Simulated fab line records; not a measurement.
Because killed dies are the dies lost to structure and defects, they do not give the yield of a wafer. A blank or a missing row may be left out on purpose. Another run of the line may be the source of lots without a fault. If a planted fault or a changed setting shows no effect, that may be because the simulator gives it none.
Shared-tool check :: flow berkeleyCmos170 :: 14 lots, 48 wafers sampled

== WHY IT WAS OPENED ==
2 of 14 lots carry a flag on the reading START_OXIDE_THK at UCB170_START_THK_MEAS_03. Fault-free wafers read 20.0 nm, with a standard deviation of 0.38.
Rule: a lot is flagged in two cases, either no wafer of it has a number, or all its wafers with numbers fall more than 4 standard deviations from that mean. As for the other lots, they are considered sound.

lot: L608
measured: day 1 16:24
on: filmMetro-01
START_OXIDE_THK (nm), wafer by wafer: 19.8 19.9 19.7
flag: 

lot: L609
measured: day 1 22:01
on: filmMetro-03
START_OXIDE_THK (nm), wafer by wafer: 19.7 19.6 20.0
flag: 

lot: L611
measured: day 2 02:39
on: filmMetro-01
START_OXIDE_THK (nm), wafer by wafer: 19.9 20.3 19.8
flag: 

lot: L610
measured: day 2 02:41
on: filmMetro-02
START_OXIDE_THK (nm), wafer by wafer: 20.2 20.5 20.2
flag: 

lot: L612
measured: day 2 13:36
on: filmMetro-03
START_OXIDE_THK (nm), wafer by wafer: 20.3 20.5 20.6
flag: 

lot: L613
measured: day 2 13:37
on: filmMetro-02
START_OXIDE_THK (nm), wafer by wafer: 20.0 20.4 20.0
flag: 

lot: L617
measured: day 3 12:29
on: filmMetro-01
START_OXIDE_THK (nm), wafer by wafer: 22.8 22.9 22.7 22.8 22.8 22.7
flag: FLAGGED

lot: L618
measured: day 3 17:58
on: filmMetro-03
START_OXIDE_THK (nm), wafer by wafer: 22.9 22.7 22.5 22.9 22.6 22.4
flag: FLAGGED

lot: L622
measured: day 4 12:53
on: filmMetro-02
START_OXIDE_THK (nm), wafer by wafer: 19.9 20.4 19.9
flag: 

lot: L625
measured: day 5 04:29
on: filmMetro-01
START_OXIDE_THK (nm), wafer by wafer: 20.4 20.5 20.5
flag: 

lot: L627
measured: day 5 13:01
on: filmMetro-03
START_OXIDE_THK (nm), wafer by wafer: 19.9 20.4 20.2
flag: 

lot: L629
measured: day 6 00:56
on: filmMetro-03
START_OXIDE_THK (nm), wafer by wafer: 20.4 20.1 20.5
flag: 

lot: L630
measured: day 6 06:31
on: filmMetro-03
START_OXIDE_THK (nm), wafer by wafer: 20.1 20.1 20.3
flag: 

lot: L631
measured: day 6 10:55
on: filmMetro-02
START_OXIDE_THK (nm), wafer by wafer: 19.0 18.9 19.0
flag: 
Average over the flagged lots: 22.7 nm; offset from the usual +2.7 nm, equal to +7 standard deviations.

== TOOL THAT RAN EACH LOT ==
The record keeps 1 process step preceding the reading, out of 331 steps on the route. Every cell lists first the tool, next ch and the chambers used by the sampled wafers, and last the start.
lot: L608
flag: 
UCB170_START_OXIDATION_02: furnace-04 ch 0, day 1 14:54

lot: L609
flag: 
UCB170_START_OXIDATION_02: furnace-02 ch 0, day 1 20:31

lot: L611
flag: 
UCB170_START_OXIDATION_02: furnace-04 ch 0, day 2 01:09

lot: L610
flag: 
UCB170_START_OXIDATION_02: furnace-04 ch 0, day 2 01:09

lot: L612
flag: 
UCB170_START_OXIDATION_02: furnace-04 ch 0, day 2 12:06

lot: L613
flag: 
UCB170_START_OXIDATION_02: furnace-04 ch 0, day 2 12:06

lot: L617
flag: FLAGGED
UCB170_START_OXIDATION_02: furnace-04 ch 0, day 3 10:58

lot: L618
flag: FLAGGED
UCB170_START_OXIDATION_02: furnace-04 ch 0, day 3 16:28

lot: L622
flag: 
UCB170_START_OXIDATION_02: furnace-01 ch 0, day 4 11:23

lot: L625
flag: 
UCB170_START_OXIDATION_02: furnace-01 ch 0, day 5 02:59

lot: L627
flag: 
UCB170_START_OXIDATION_02: furnace-01 ch 0, day 5 11:31

lot: L629
flag: 
UCB170_START_OXIDATION_02: furnace-01 ch 0, day 5 23:26

lot: L630
flag: 
UCB170_START_OXIDATION_02: furnace-01 ch 0, day 6 05:01

lot: L631
flag: 
UCB170_START_OXIDATION_02: furnace-02 ch 0, day 6 09:23
What is done by these steps:
- UCB170_START_OXIDATION_02: target thk 20 nm, ox time 1800 s.
- UCB170_START_THK_MEAS_03

== FLAGGED OVER TOTAL, TOOL BY TOOL (the gauges that took the reading come last) ==
step: UCB170_START_OXIDATION_02
tool: furnace-01
lots run: 5
flagged: 0
share of the flagged lots: none
sound lots run after its first flagged lot: -

step: UCB170_START_OXIDATION_02
tool: furnace-02
lots run: 2
flagged: 0
share of the flagged lots: none
sound lots run after its first flagged lot: -

step: UCB170_START_OXIDATION_02
tool: furnace-04
lots run: 7
flagged: 2
share of the flagged lots: all
sound lots run after its first flagged lot: 0

step: UCB170_START_THK_MEAS_03
tool: filmMetro-01
lots run: 4
flagged: 1
share of the flagged lots: some
sound lots run after its first flagged lot: 1 (L625)

step: UCB170_START_THK_MEAS_03
tool: filmMetro-02
lots run: 4
flagged: 0
share of the flagged lots: none
sound lots run after its first flagged lot: -

step: UCB170_START_THK_MEAS_03
tool: filmMetro-03
lots run: 6
flagged: 1
share of the flagged lots: some
sound lots run after its first flagged lot: 3 (L627,L629,L630)

== WHAT IS ALLOWED BY THE TABLE ==
All flagged lots share 1 row of the table, namely furnace-04 at UCB170_START_OXIDATION_02.
- furnace-04 at UCB170_START_OXIDATION_02: 2 of its 7 lots flagged. It ran its last sound lot, L612, at day 2 12:06 and its first flagged lot, L617, at day 3 10:58: a fault with its onset between the two fits.
Left over: one tool, furnace-04 at UCB170_START_OXIDATION_02.

== WHAT THE SIMULATOR HAD INSERTED ==
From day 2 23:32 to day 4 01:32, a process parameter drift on furnace-04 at UCB170_START_OXIDATION_02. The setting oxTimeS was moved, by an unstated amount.
Lots struck among those shown: L617, L618. The rule given above showed the same thing.
